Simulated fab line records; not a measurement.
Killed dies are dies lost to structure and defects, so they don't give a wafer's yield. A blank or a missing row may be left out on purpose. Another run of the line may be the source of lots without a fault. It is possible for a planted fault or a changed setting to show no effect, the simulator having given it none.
Problem report in the 8D (eight disciplines) form, filled by code :: flow rit cmos :: the parts of the form that need people (team, actions taken, sign-off) are left out

1. PROBLEM STATEMENT
CONTACT_TEOS_THK at RIT_CONTACT_THK_MEAS_01 reads a mean of 587 nm on 1 wafer of 1 lot; wafers without a fault read 399 nm with a standard deviation of 4.9. That is +38 standard deviations from the usual mean.
The first sign was on wafer L439.2 at day 5 06:00, on film metro-04. At this step, 39 wafers from 13 lots have a number in the record. Rule for "out" (also "out of limits"): further than 4 standard deviations from the usual mean. All remaining wafers that have a number are taken as sound.

2. WHAT IT IS; WHAT IT IS NOT
question: which readings at this step
is: CONTACT_TEOS_THK
is not: -

question: which lots
is: L439
is not: L429, L430, L431, L432, L433, L434, L444, L446, L448, L449, L450, L452

question: which wafers of those lots
is: L439.2
is not: L439.1, L439.3

question: read on which gauges
is: film metro-04
is not: film metro-01, film metro-03

question: when
is: from day 5 06:00
is not: up to then (20 sound wafers); but 18 sound wafers of L444, L446, L448, L449, L450, L452 came after

3. SUSPECTS, AND WHAT RULES EACH OUT
Counting: a tool at a process step up to the reading stays a suspect if it ran every lot that is out. Sound lots after the first of them don't rule it out here, since some wafers of a struck lot are sound.
- ruled out: the gauge at RIT_CONTACT_THK_MEAS_01. All the wafers that are out were read on film metro-04, but those of them that RIT_CONTACT_CVD_00 has rows for are out there too, on other tools.
- rie diel-04 at RIT_SPACER_ETCHBACK_05 (etches Si3N4 in SF6/CHF3, stops on SiO2, target depth 250 nm, time 240 s): kept. L439, the lot that is out, went through it at day 5 01:32; up to then, the latest sound lot through it was L429 at day 2 22:38.
- plasma asher-02 at RIT_NSD_STRIP_09 (strips in O2, time 180 s): kept. L439, the lot that is out, went through it at day 5 02:52; up to then, the latest sound lot through it was L432 at day 3 14:49.
- pecvd-02 at RIT_CONTACT_CVD_00 (deposits SiO2 from TEOS, target thk 400 nm, time 61 s): kept. L439, the lot that is out, went through it at day 5 05:57; up to then, the latest sound lot through it was L433 at day 4 01:39. On those wafers its own readings are out: run length s.
- rie diel-04, RIT_SPACER_ETCHBACK_05: wafers that are out in chamber 0, sound lot-mates in chambers 1, 2.
- pecvd-02, RIT_CONTACT_CVD_00: wafers that are out in chamber 2, sound lot-mates in chambers 0, 1.
rie diel-04 at RIT_SPACER_ETCHBACK_05, plasma asher-02 at RIT_NSD_STRIP_09 and pecvd-02 at RIT_CONTACT_CVD_00 are what is left after counting.

4. THE CAUSE (what the simulator had put in)
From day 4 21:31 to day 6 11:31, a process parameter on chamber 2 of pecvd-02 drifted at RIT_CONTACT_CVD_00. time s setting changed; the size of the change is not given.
Counting left 3 suspects, and this tool is among them.

5. THE EFFECT CHAIN, in route order
Each row: a reading whose mean over the struck wafers that have a number lies more than 3 standard deviations from the usual. Scope: only readings with a usual standard deviation given in the record; hours: median across lots of the time from each lot's start at the first step in this table that gives one to its start at this step; sigmas: change in usual standard deviations.
hours: 0
step: RIT_CONTACT_CVD_00
reading: run length s
usual: 89.3 s
on struck wafers: 117.4
change: +28.1
sigmas: +46

hours: 0
step: RIT_CONTACT_THK_MEAS_01
reading: CONTACT_TEOS_THK
usual: 399 nm
on struck wafers: 587
change: +188
sigmas: +38
It contains these process steps:
- RIT_CONTACT_CVD_00: deposits SiO2 from TEOS, target thk 400 nm, time 61 s.

6. WHAT WOULD HAVE CAUGHT IT SOONER
The first out-of-limits reading at a measuring or inspecting step in this record came at day 5 06:00, 8 hours after the fault's start at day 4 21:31.
The tool's own readings at RIT_CONTACT_CVD_00 were out on every struck wafer that the step has a row for (run length s): an alarm limit on them would have fired on the first of those.
All the lots that are out (1) had begun RIT_CONTACT_CVD_00 on pecvd-02 by day 5 06:00. A hold on the tool at that time would have spared none of them.
